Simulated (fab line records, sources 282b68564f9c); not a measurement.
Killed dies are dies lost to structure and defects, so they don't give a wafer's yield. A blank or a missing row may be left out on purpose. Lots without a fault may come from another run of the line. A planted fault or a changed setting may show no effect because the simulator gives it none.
Split-lot experiment | flow rit_cmos | 5 lots, 23 wafers read, on a route of 202 steps

THE SPLIT
At RIT_GATE_OXIDATION_05 (target thk 3 nm, ox time 270 s), the setting ox_time_s was moved away from the recipe's 270 s on 20 of the 23 wafers read, by -11.1% to +7.2%. The other wafers ran this setting at the recipe's value.

FROM THE SPLIT TO THE READING: what the file shows between them, 1 step
- RIT_GATE_ANNEAL_06: time 600 s

THE READING
GATE_OXIDE_THK, in nm, at RIT_GATE_THK_MEAS_07. Fault-free wafers of this fab line usually give 2.99 nm, standard deviation 0.066 nm.

wafer  | tool, chamber at the split | ox_time_s as run, s | against the recipe | GATE_OXIDE_THK, nm | against lot-mates on the recipe
L077.2 | -, -                       | 281.1               | +4.1%              | 3.05               | no lot-mate on the recipe
L077.3 | -, -                       | 281.1               | +4.1%              | 3.08               | no lot-mate on the recipe
L077.4 | -, -                       | 281.1               | +4.1%              | 3.10               | no lot-mate on the recipe
L077.5 | -, -                       | 281.1               | +4.1%              | 3.12               | no lot-mate on the recipe
L077.6 | -, -                       | 281.1               | +4.1%              | 3.09               | no lot-mate on the recipe
L079.1 | -, -                       | 240                 | -11.1%             | 2.63               | no lot-mate on the recipe
L079.2 | -, -                       | 240                 | -11.1%             | 2.70               | no lot-mate on the recipe
L079.3 | -, -                       | 240                 | -11.1%             | 2.65               | no lot-mate on the recipe
L079.4 | -, -                       | 240                 | -11.1%             | 2.69               | no lot-mate on the recipe
L079.5 | -, -                       | 240                 | -11.1%             | 2.67               | no lot-mate on the recipe
L080.1 | -, -                       | 289.5               | +7.2%              | 3.16               | no lot-mate on the recipe
L080.2 | -, -                       | 289.5               | +7.2%              | 3.18               | no lot-mate on the recipe
L080.4 | -, -                       | 289.5               | +7.2%              | 3.16               | no lot-mate on the recipe
L080.5 | -, -                       | 289.5               | +7.2%              | 3.16               | no lot-mate on the recipe
L080.6 | -, -                       | 289.5               | +7.2%              | 3.22               | no lot-mate on the recipe
L084.1 | -, -                       | 242.2               | -10.3%             | 2.71               | no lot-mate on the recipe
L084.2 | -, -                       | 242.2               | -10.3%             | 2.65               | no lot-mate on the recipe
L084.3 | -, -                       | 242.2               | -10.3%             | 2.73               | no lot-mate on the recipe
L084.4 | -, -                       | 242.2               | -10.3%             | 2.70               | no lot-mate on the recipe
L084.6 | -, -                       | 242.2               | -10.3%             | 2.79               | no lot-mate on the recipe
L085.2 | furnace-04, 0              | 270                 | recipe             | 2.97               | -
L085.4 | furnace-04, 0              | 270                 | recipe             | 3.02               | -
L085.6 | furnace-04, 0              | 270                 | recipe             | 2.96               | -

THE FIT
A straight line over all 23 wafers: GATE_OXIDE_THK changes by +0.027 nm for each +1% of ox_time_s; r = +0.99; the points scatter about the line by 0.033 nm.
Too few moved wafers have a lot-mate on the recipe to fit a line with each lot's own level taken away.

THE WHOLE CHAIN: every reading that the file lists as answering this split, in the file's order
step                  | what it does                   | reading                                                                           | change (the file's fit)                | r (the file's)
RIT_GATE_OXIDATION_05 | target thk 3 nm, ox time 270 s | SiO2_of_GATE_OXIDATION_05.thk_nm (the simulator's own value, which no gauge read) | +0.0282 nm for each +1% of the setting | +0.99
RIT_GATE_THK_MEAS_07  |                                | GATE_OXIDE_THK                                                                    | +0.027 for each +1% of the setting     | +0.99

THE FILE'S OWN FIT
GATE_OXIDE_THK changes by +0.027 nm for each +1% of ox_time_s, r = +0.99.
